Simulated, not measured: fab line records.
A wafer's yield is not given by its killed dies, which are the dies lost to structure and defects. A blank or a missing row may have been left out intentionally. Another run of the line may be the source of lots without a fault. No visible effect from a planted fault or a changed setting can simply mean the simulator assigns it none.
Which tool is to blame? :: flow rit-cmos :: 21 wafers from 7 lots sampled at 3 of the route's 202 steps

WHAT EACH GAUGE READ, for each wafer
RIT_SDANNEAL_RS_MEAS_04: the measuring method here is four-point-probe.
lot: L161
measured: day 3 08:52
on: film-metro-03
PSD_RS (ohm/sq): 116.0 115.8 116.0

lot: L164
measured: day 3 22:50
on: film-metro-03
PSD_RS (ohm/sq): 116.1 116.2 116.2

lot: L166
measured: day 4 07:49
on: film-metro-03
PSD_RS (ohm/sq): 116.1 116.3 116.1

lot: L170
measured: day 5 03:29
on: film-metro-02
PSD_RS (ohm/sq): 94.3 93.7 94.1 94.1 93.7 94.1

lot: L175
measured: day 6 07:22
on: film-metro-04
PSD_RS (ohm/sq): 115.7 115.6 116.0

lot: L179
measured: day 7 00:47
on: film-metro-02
PSD_RS (ohm/sq): 115.1 115.4 115.7

lot: L183
measured: day 7 19:44
on: film-metro-02
PSD_RS (ohm/sq): 116.4 116.3 115.8

WHAT TOOL EACH LOT RAN ON (gives the tool, then ch and the chambers of the sampled wafers, and finally the start)
lot: L161
RIT_GATE_STRIP_20: plasma-asher-03 ch 0,1, day 2 20:09
RIT_SDANNEAL_RTA_03: rtp-anneal-01 ch 0, day 3 08:44

lot: L164
RIT_GATE_STRIP_20: plasma-asher-04 ch 0,1, day 3 08:46
RIT_SDANNEAL_RTA_03: rtp-anneal-02 ch 0, day 3 22:47

lot: L166
RIT_GATE_STRIP_20: plasma-asher-04 ch 0,1, day 3 19:46
RIT_SDANNEAL_RTA_03: rtp-anneal-02 ch 0, day 4 07:45

lot: L170
RIT_GATE_STRIP_20: plasma-asher-04 ch 0,1, day 4 15:00
RIT_SDANNEAL_RTA_03: rtp-anneal-02 ch 0, day 5 03:26

lot: L175
RIT_GATE_STRIP_20: plasma-asher-04 ch 0,1, day 5 17:47
RIT_SDANNEAL_RTA_03: rtp-anneal-01 ch 0, day 6 07:19

lot: L179
RIT_GATE_STRIP_20: plasma-asher-01 ch 0,1, day 6 12:31
RIT_SDANNEAL_RTA_03: rtp-anneal-01 ch 0, day 7 00:43

lot: L183
RIT_GATE_STRIP_20: plasma-asher-01 ch 0,1, day 7 07:26
RIT_SDANNEAL_RTA_03: rtp-anneal-01 ch 0, day 7 19:40
- RIT_GATE_STRIP_20: strips in O2, time 180 s.
- RIT_SDANNEAL_RTA_03: time 5 s.

THE ANSWER, worked out from the rows above alone
Rule: the usual values come from the lots themselves. The widest of any qualifying gaps counts: lots, ordered by their means at a reading, are off when they make up no more than a third of the lots, leave a main group of 4 or more, and stand apart from it by 3 or more times the standard deviation of that group's means. A main group whose means are all the same, to the digits that the tables above print for the reading, isn't used. Also off: a lot with no number at a reading for which 4 or more lots have one. All remaining lots with rows at the step are treated as sound.
Off: L170, at RIT_SDANNEAL_RS_MEAS_04 (PSD_RS). Main group: mean 115.9 ohm/sq, sd 0.28.
A tool fits if, at a process step before that reading, it ran every lot that is off, and no sound lot after the first of them. Gauges at RIT_SDANNEAL_RS_MEAS_04: tried the same way as those tools. One fits: rtp-anneal-02 at RIT_SDANNEAL_RTA_03. Its last sound lot is L166 (day 4 07:45), its first lot that is off L170 (day 5 03:26): a fault that began between those two fits.

WHAT THE SIMULATOR HAD PUT IN
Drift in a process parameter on rtp-anneal-02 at RIT_SDANNEAL_RTA_03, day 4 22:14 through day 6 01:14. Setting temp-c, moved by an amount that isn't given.
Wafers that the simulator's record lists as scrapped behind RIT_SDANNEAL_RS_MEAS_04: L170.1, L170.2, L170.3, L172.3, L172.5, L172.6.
Lots struck among those shown: L170. The rule above found the same.
